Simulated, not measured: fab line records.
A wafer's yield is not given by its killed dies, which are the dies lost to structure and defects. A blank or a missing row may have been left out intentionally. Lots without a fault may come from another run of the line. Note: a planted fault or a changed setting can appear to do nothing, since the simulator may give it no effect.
Which tool was responsible? | flow ritCmos | Sampling: 15 lots, 45 wafers, 3 of 202 route steps

== WHAT THE GAUGES READ, wafer by wafer ==
RIT_NSD_OVL_MEAS_06. Usual: NSD_OVL gives 1.0 nm (standard deviation 1.5).
lot  | measured    | on         | NSD_OVL (nm)      | flag
L937 | day 3 01:10 | overlay-01 | -0.3 -0.6 -0.5    | 
L938 | day 3 03:43 | overlay-02 | 1.5 1.7 2.0       | 
L939 | day 3 08:28 | overlay-01 | -1.8 -1.9 -2.4    | 
L940 | day 3 15:22 | overlay-01 | 0.0 0.6 1.6       | 
L941 | day 3 18:50 | overlay-01 | 2.5 0.9 2.2       | 
L942 | day 4 00:50 | overlay-02 | 1.3 0.6 1.6       | 
L944 | day 4 13:29 | overlay-02 | 3.3 2.6 3.1       | 
L948 | day 5 09:08 | overlay-01 | 1.0 -0.8 -0.2     | 
L949 | day 5 12:36 | overlay-02 | 420.7 419.8 422.5 | OFF
L950 | day 5 17:20 | overlay-02 | 421.7 419.3 420.8 | OFF
L951 | day 6 00:41 | overlay-02 | 419.2 418.1 420.2 | OFF
L954 | day 6 12:53 | overlay-02 | 2.1 1.1 0.9       | 
L956 | day 6 23:11 | overlay-01 | 2.3 0.6 1.9       | 
L958 | day 7 08:11 | overlay-01 | 1.1 2.0 1.1       | 
L960 | day 8 00:14 | overlay-01 | 3.4 4.1 3.4       | 

== TOOL THAT RAN EACH LOT (tool first, then ch and the chambers of the sampled wafers, then the start) ==
lot  | RIT_ACTIVE_ETCH_13               | RIT_NSD_EXPOSE_03
L937 | rieDiel-03 ch 0,2,3, day 1 15:02 | ilineStepper-01 ch 0, day 3 00:47
L938 | rieDiel-01 ch 0,1, day 1 19:49   | ilineStepper-01 ch 0, day 3 03:20
L939 | rieDiel-02 ch 1,2, day 2 00:50   | ilineStepper-01 ch 0, day 3 08:04
L940 | rieDiel-03 ch 0,1,2, day 2 05:50 | ilineStepper-01 ch 0, day 3 14:58
L941 | rieDiel-03 ch 0,2,3, day 2 11:23 | ilineStepper-02 ch 0, day 3 18:26
L942 | rieDiel-01 ch 0,2,3, day 2 16:34 | ilineStepper-02 ch 0, day 4 00:26
L944 | rieDiel-03 ch 0,2,3, day 3 03:50 | ilineStepper-02 ch 0, day 4 13:07
L948 | rieDiel-02 ch 0,1,2, day 3 21:50 | ilineStepper-02 ch 0, day 5 08:44
L949 | rieDiel-02 ch 0,1, day 4 04:30   | ilineStepper-01 ch 0, day 5 12:12
L950 | rieDiel-03 ch 0,2,3, day 4 08:38 | ilineStepper-01 ch 0, day 5 16:56
L951 | rieDiel-01 ch 1,2,3, day 4 15:01 | ilineStepper-01 ch 0, day 6 00:17
L954 | rieDiel-01 ch 0,1,3, day 5 05:52 | ilineStepper-02 ch 0, day 6 12:29
L956 | rieDiel-03 ch 0,2,3, day 5 14:47 | ilineStepper-02 ch 0, day 6 22:47
L958 | rieDiel-03 ch 0,3, day 6 00:06   | ilineStepper-02 ch 0, day 7 07:49
L960 | rieDiel-01 ch 1,2, day 6 10:50   | ilineStepper-02 ch 0, day 7 23:48
- RIT_ACTIVE_ETCH_13: etches Si3N4 in SF6, stops on SiO2, time 210 s, target depth 210 nm.
- RIT_NSD_EXPOSE_03: exposes mask M9, target cd 40700 nm.

== WHAT THE TOOLS THEMSELVES READ (means of the sampled wafers that have a number; where no wafer has one, the mark that the record gives instead) ==
RIT_ACTIVE_ETCH_13. Usual: drypumpMotorCurrentA 6.0 A, standard deviation 0.3; oesProductAu 0.823 a.u., standard deviation 0.01; throttleValvePct 7.47 %, standard deviation 0.12.
lot  | tool       | drypumpMotorCurrentA (A) | oesProductAu (a.u.) | throttleValvePct (%) | flag
L937 | rieDiel-03 | 5.9                      | 0.821               | 7.43                 | 
L938 | rieDiel-01 | 5.5                      | 0.812               | 7.59                 | 
L939 | rieDiel-02 | 6.5                      | 0.816               | 7.64                 | 
L940 | rieDiel-03 | 6.0                      | 0.825               | 7.52                 | 
L941 | rieDiel-03 | 5.9                      | 0.817               | 7.41                 | 
L942 | rieDiel-01 | 6.0                      | 0.816               | 7.44                 | 
L944 | rieDiel-03 | 5.9                      | 0.819               | 7.43                 | 
L948 | rieDiel-02 | 6.4                      | 0.835               | 7.58                 | 
L949 | rieDiel-02 | 6.7                      | 0.837               | 7.64                 | 
L950 | rieDiel-03 | 5.9                      | 0.817               | 7.43                 | 
L951 | rieDiel-01 | 5.9                      | 0.823               | 7.38                 | 
L954 | rieDiel-01 | 5.7                      | 0.825               | 7.50                 | 
L956 | rieDiel-03 | 5.9                      | 0.818               | 7.43                 | 
L958 | rieDiel-03 | 6.0                      | 0.833               | 7.45                 | 
L960 | rieDiel-01 | 5.7                      | 0.814               | 7.48                 | 

== THE ANSWER, worked out from the rows above alone ==
Rule: lot off if the mean of its wafers having a number is beyond 3 standard deviations from the usual mean. A lot without any number at a reading at which 4 lots or more have one is off too. Where the step has rows for the other lots, those lots are counted as sound. First the gauges in route order, then the tools' own readings, where a lot's mean is used as printed above. The first step at which some lot is off is used, and at that step the reading that is off furthest; a lot without a number counts as furthest.
Off: at RIT_NSD_OVL_MEAS_06 (NSD_OVL), L949, L950, L951.
If a tool, at a process step before that reading, ran all the lots that are off and no sound lot after the first of them, it fits. The gauges at RIT_NSD_OVL_MEAS_06 are tried like those tools. One fits: ilineStepper-01 at RIT_NSD_EXPOSE_03. A fault onset in the window from L940 (day 3 14:58, its last sound lot) to L949 (day 5 12:12, its first lot off) fits.

== WHAT THE SIMULATOR HAD PUT IN ==
Scanner matching overlay: ilineStepper-01, from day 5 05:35 on, at RIT_NSD_EXPOSE_03. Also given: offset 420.
Shown lots that were struck: L949, L950, L951. The same result came from the rule above.
